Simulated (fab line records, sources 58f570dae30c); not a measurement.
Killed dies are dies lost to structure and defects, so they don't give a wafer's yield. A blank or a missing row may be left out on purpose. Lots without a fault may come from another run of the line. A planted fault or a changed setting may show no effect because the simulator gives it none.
Which tool did it? | flow berkeley_cmos170 | 14 lots, 42 wafers sampled, at 6 steps of a route of 331

WHAT THE GAUGES READ, wafer by wafer
UCB170_PLDD_CD_MEAS_06: target cd 1200 nm. Usual: cd_nm 1200.7 nm, standard deviation 1.3.
lot  | measured     | on        | cd_nm (nm)           | flag
L642 | day 6 23:20  | cd_sem-01 | 1201.2 1201.4 1200.8 |
L644 | day 7 18:02  | cd_sem-02 | 1198.6 1197.6 1198.7 |
L646 | day 8 06:50  | cd_sem-02 | 1199.7 1200.1 1199.4 |
L643 | day 8 07:44  | cd_sem-02 | 1200.6 1201.1 1202.1 |
L647 | day 8 12:57  | cd_sem-02 | 1201.5 1202.5 1201.1 |
L651 | day 9 06:47  | cd_sem-01 | 1200.0 1197.8 1199.6 |
L657 | day 10 11:05 | cd_sem-01 | 1201.4 1201.5 1200.9 |
L660 | day 11 02:59 | cd_sem-02 | 1200.2 1200.4 1201.8 |
L658 | day 11 03:01 | cd_sem-01 | 1199.6 1200.4 1200.3 |
L661 | day 11 03:16 | cd_sem-01 | 1199.3 1199.5 1197.7 |
L662 | day 12 12:20 | cd_sem-01 | 1199.9 1200.9 1200.3 |
L663 | day 12 12:37 | cd_sem-02 | 1202.5 1201.6 1201.9 |
L665 | day 13 05:27 | cd_sem-01 | 1198.9 1200.2 1198.8 |
L664 | day 13 05:45 | cd_sem-02 | 1200.6 1201.3 1200.3 |

UCB170_M1_RS_MEAS_01: measures by four-point-probe. Usual: M1_AL_RS 0.0486 ohm/sq, standard deviation 0.00073.
lot  | measured     | on            | M1_AL_RS (ohm/sq)    | flag
L642 | day 7 22:14  | film_metro-04 | 0.0483 0.0490 0.0491 |
L644 | day 8 16:31  | film_metro-02 | 0.0476 0.0483 0.0485 |
L646 | day 9 03:56  | film_metro-03 | 0.0484 0.0479 0.0485 |
L643 | day 9 05:27  | film_metro-03 | 0.0492 0.0487 0.0476 |
L647 | day 9 07:24  | film_metro-03 | 0.0475 0.0491 0.0479 |
L651 | day 10 03:43 | film_metro-02 | 0.0467 0.0483 0.0478 |
L657 | day 11 14:35 | film_metro-02 | 0.0475 0.0482 0.0484 |
L660 | day 12 10:02 | film_metro-03 | 0.0479 0.0483 0.0476 |
L658 | day 12 08:32 | film_metro-03 | 0.0493 0.0481 0.0495 |
L661 | day 12 10:25 | film_metro-02 | 0.0475 0.0485 0.0482 |
L662 | day 13 15:11 | film_metro-04 | 0.0492 0.0490 0.0493 |
L663 | day 13 15:28 | film_metro-03 | 0.0486 0.0500 0.0494 |
L665 | day 14 10:04 | film_metro-04 | 0.0488 0.0489 0.0489 |
L664 | day 14 09:11 | film_metro-03 | 0.0489 0.0475 0.0482 |

UCB170_V1_CD_MEAS_90: target cd 700 nm. Usual: cd_nm 699.4 nm, standard deviation 1.8.
lot  | measured     | on        | cd_nm (nm)        | flag
L642 | day 8 04:49  | cd_sem-02 | 700.8 702.5 700.2 |
L644 | day 8 23:29  | cd_sem-01 | 697.1 696.3 697.8 |
L646 | day 9 09:14  | cd_sem-02 | 700.1 700.9 700.7 |
L643 | day 9 10:50  | cd_sem-02 | 701.4 699.3 699.8 |
L647 | day 9 13:37  | cd_sem-01 | 704.3 702.1 706.6 |
L651 | day 10 10:01 | cd_sem-01 | 704.7 703.0 705.4 |
L657 | day 11 22:56 | cd_sem-02 | 701.6 701.0 701.8 |
L660 | day 12 17:58 | cd_sem-01 | 698.5 700.5 699.5 |
L658 | day 12 17:46 | cd_sem-01 | 701.5 698.9 701.1 |
L661 | day 12 18:04 | cd_sem-02 | 698.1 699.1 701.0 |
L662 | day 13 23:51 | cd_sem-02 | 698.4 697.6 698.0 |
L663 | day 14 00:10 | cd_sem-01 | 699.1 700.0 699.7 |
L665 | day 14 17:59 | cd_sem-01 | 696.8 695.2 693.6 |
L664 | day 14 17:43 | cd_sem-01 | 700.7 700.5 699.6 |

WHICH TOOL RAN EACH LOT (tool, then ch and the chambers of the sampled wafers, then the start)
lot  | UCB170_SDANNEAL_RTA_00           | UCB170_V1_ETCH_14                  | UCB170_V1_STRIP_15
L642 | rtp_anneal-02 ch 0, day 7 14:49  | rie_diel-02 ch 1,3, day 8 04:32    | plasma_asher-01 ch 0,1, day 8 04:43
L644 | rtp_anneal-02 ch 0, day 8 10:41  | rie_diel-02 ch 0,2,3, day 8 23:10  | plasma_asher-03 ch 0,1, day 8 23:22
L646 | rtp_anneal-02 ch 0, day 8 22:06  | rie_diel-04 ch 0,1,2, day 9 08:57  | plasma_asher-02 ch 0,1, day 9 09:08
L643 | rtp_anneal-02 ch 0, day 8 22:34  | rie_diel-04 ch 1,3, day 9 10:33    | plasma_asher-02 ch 0,1, day 9 10:43
L647 | rtp_anneal-02 ch 0, day 9 01:46  | rie_diel-02 ch 0,1,2, day 9 13:20  | plasma_asher-01 ch 0,1, day 9 13:31
L651 | rtp_anneal-01 ch 0, day 9 21:31  | rie_diel-02 ch 1,2,3, day 10 09:44 | plasma_asher-02 ch 1, day 10 09:55
L657 | rtp_anneal-02 ch 0, day 11 06:03 | rie_diel-01 ch 0,1,3, day 11 22:38 | plasma_asher-02 ch 0,1, day 11 22:49
L660 | rtp_anneal-01 ch 0, day 12 02:52 | rie_diel-04 ch 0,1,3, day 12 17:41 | plasma_asher-02 ch 0,1, day 12 17:52
L658 | rtp_anneal-02 ch 0, day 12 02:46 | rie_diel-01 ch 0,1,3, day 12 17:26 | plasma_asher-02 ch 0,1, day 12 17:40
L661 | rtp_anneal-02 ch 0, day 12 02:52 | rie_diel-01 ch 1,2,3, day 12 17:47 | plasma_asher-03 ch 0,1, day 12 17:58
L662 | rtp_anneal-02 ch 0, day 13 09:34 | rie_diel-02 ch 0,1,2, day 13 23:35 | plasma_asher-03 ch 0,1, day 13 23:45
L663 | rtp_anneal-01 ch 0, day 13 09:35 | rie_diel-04 ch 2,3, day 13 23:51   | plasma_asher-02 ch 0,1, day 14 00:04
L665 | rtp_anneal-02 ch 0, day 14 03:39 | rie_diel-04 ch 0,1, day 14 17:42   | plasma_asher-02 ch 0,1, day 14 17:53
L664 | rtp_anneal-02 ch 0, day 14 03:16 | rie_diel-01 ch 0,1,3, day 14 17:26 | plasma_asher-03 ch 0,1, day 14 17:37
- UCB170_SDANNEAL_RTA_00: time 10 s.
- UCB170_V1_ETCH_14: etches SiO2 in CHF3/CF4/Ar, stops on Al, target depth 1250 nm, time 291 s.
- UCB170_V1_STRIP_15: strips in O2.

WHAT THE TOOLS THEMSELVES READ (means of the sampled wafers that have a number; where no wafer has one, the mark that the record gives instead)
UCB170_SDANNEAL_RTA_00. Usual: lamp_power_pct 23.0 %, standard deviation 1.7; wafer_temp_C_max 905.1, standard deviation 0.98.
lot  | tool          | lamp_power_pct (%) | wafer_temp_C_max | flag
L642 | rtp_anneal-02 | 21.9               | 905.9            |
L644 | rtp_anneal-02 | 21.9               | 904.3            |
L646 | rtp_anneal-02 | 21.9               | 905.0            |
L643 | rtp_anneal-02 | 21.9               | 904.3            |
L647 | rtp_anneal-02 | 21.9               | 905.6            |
L651 | rtp_anneal-01 | 25.7               | 905.2            |
L657 | rtp_anneal-02 | 21.9               | 904.7            |
L660 | rtp_anneal-01 | 25.7               | 905.9            |
L658 | rtp_anneal-02 | 21.9               | 904.6            |
L661 | rtp_anneal-02 | 21.9               | 904.6            |
L662 | rtp_anneal-02 | 21.9               | 905.1            |
L663 | rtp_anneal-01 | 25.7               | 904.4            |
L665 | rtp_anneal-02 | 21.9               | 904.6            |
L664 | rtp_anneal-02 | 21.9               | 904.9            |

UCB170_V1_ETCH_14. Usual: chamber_pressure_mTorr 199.99 mTorr, standard deviation 0.2; drypump_motor_current_A 5.78 A, standard deviation 0.26; oes_product_au 0.877 a.u., standard deviation 0.015; rf_fwd_power_W 698.4 W, standard deviation 2.2; throttle_valve_pct 6.94 %, standard deviation 0.1.
lot  | tool        | chamber_pressure_mTorr (mTorr) | drypump_motor_current_A (A) | oes_product_au (a.u.) | rf_fwd_power_W (W) | throttle_valve_pct (%) | flag
L642 | rie_diel-02 | 200.11                         | 5.85                        | 0.881                 | 701.1              | 6.96                   |
L644 | rie_diel-02 | 200.00                         | 5.76                        | 0.868                 | 699.4              | 7.02                   |
L646 | rie_diel-04 | 200.13                         | 5.83                        | 0.867                 | 701.0              | 6.91                   |
L643 | rie_diel-04 | 199.92                         | 5.82                        | 0.878                 | 697.7              | 6.96                   |
L647 | rie_diel-02 | 200.03                         | 5.50                        | 0.873                 | 977.0              | 7.02                   | OFF
L651 | rie_diel-02 | 199.80                         | 5.80                        | 0.872                 | 980.1              | 6.98                   | OFF
L657 | rie_diel-01 | 200.15                         | 5.93                        | 0.893                 | 697.5              | 6.94                   |
L660 | rie_diel-04 | 200.01                         | 5.75                        | 0.871                 | 696.7              | 6.91                   |
L658 | rie_diel-01 | 199.95                         | 5.92                        | 0.894                 | 699.8              | 6.93                   |
L661 | rie_diel-01 | 199.88                         | 5.88                        | 0.891                 | 699.2              | 6.90                   |
L662 | rie_diel-02 | 200.12                         | 5.51                        | 0.869                 | 697.3              | 7.02                   |
L663 | rie_diel-04 | 200.10                         | 5.90                        | 0.873                 | 696.6              | 6.98                   |
L665 | rie_diel-04 | 200.10                         | 5.81                        | 0.867                 | 698.5              | 6.90                   |
L664 | rie_diel-01 | 200.07                         | 5.93                        | 0.891                 | 698.3              | 6.93                   |

UCB170_V1_STRIP_15. Usual: chamber_pressure_mTorr 3500.3 mTorr, standard deviation 2.9; drypump_motor_current_A 5.8 A, standard deviation 0.69; oes_product_au 0.722 a.u., standard deviation 0.0053; strip_time_to_endpoint_s 15.35 s, standard deviation 0.16.
lot  | tool            | chamber_pressure_mTorr (mTorr) | drypump_motor_current_A (A) | oes_product_au (a.u.) | strip_time_to_endpoint_s (s) | flag
L642 | plasma_asher-01 | 3502.2                         | 5.8                         | 0.721                 | 15.28                        |
L644 | plasma_asher-03 | 3503.1                         | 6.0                         | 0.723                 | 15.43                        |
L646 | plasma_asher-02 | 3498.8                         | 5.8                         | 0.718                 | 15.36                        |
L643 | plasma_asher-02 | 3503.3                         | 6.2                         | 0.724                 | 15.54                        |
L647 | plasma_asher-01 | 3498.1                         | 5.3                         | 0.714                 | 14.31                        | OFF
L651 | plasma_asher-02 | 3499.6                         | 5.5                         | 0.725                 | 14.23                        | OFF
L657 | plasma_asher-02 | 3502.8                         | 5.8                         | 0.721                 | 15.19                        |
L660 | plasma_asher-02 | 3500.8                         | 5.8                         | 0.720                 | 15.11                        |
L658 | plasma_asher-02 | 3500.9                         | 6.2                         | 0.718                 | 15.33                        |
L661 | plasma_asher-03 | 3498.6                         | 5.5                         | 0.720                 | 15.41                        |
L662 | plasma_asher-03 | 3503.7                         | 5.5                         | 0.726                 | 15.38                        |
L663 | plasma_asher-02 | 3500.0                         | 6.2                         | 0.725                 | 15.17                        |
L665 | plasma_asher-02 | 3502.4                         | 5.8                         | 0.726                 | 15.40                        |
L664 | plasma_asher-03 | 3498.6                         | 6.0                         | 0.724                 | 15.36                        |

THE ANSWER, worked out from the rows above alone
Rule: a lot is off if the mean of its wafers that have a number lies more than 3 standard deviations from the usual mean. A lot without any number at a reading at which 4 lots or more have one is off too. The other lots that the step has rows for count as sound. The gauges are gone through in route order, then the tools' own readings, and for those a lot's mean is taken as printed above. The first step at which some lot is off is used, and at that step the reading that is off furthest; a lot without a number counts as furthest.
Off: L647, L651, at UCB170_V1_ETCH_14 (rf_fwd_power_W).
A tool fits if, at that step or a process step before it, it ran every lot that is off, and no sound lot after the first of them. None of those tried fits.

WHAT THE SIMULATOR HAD PUT IN
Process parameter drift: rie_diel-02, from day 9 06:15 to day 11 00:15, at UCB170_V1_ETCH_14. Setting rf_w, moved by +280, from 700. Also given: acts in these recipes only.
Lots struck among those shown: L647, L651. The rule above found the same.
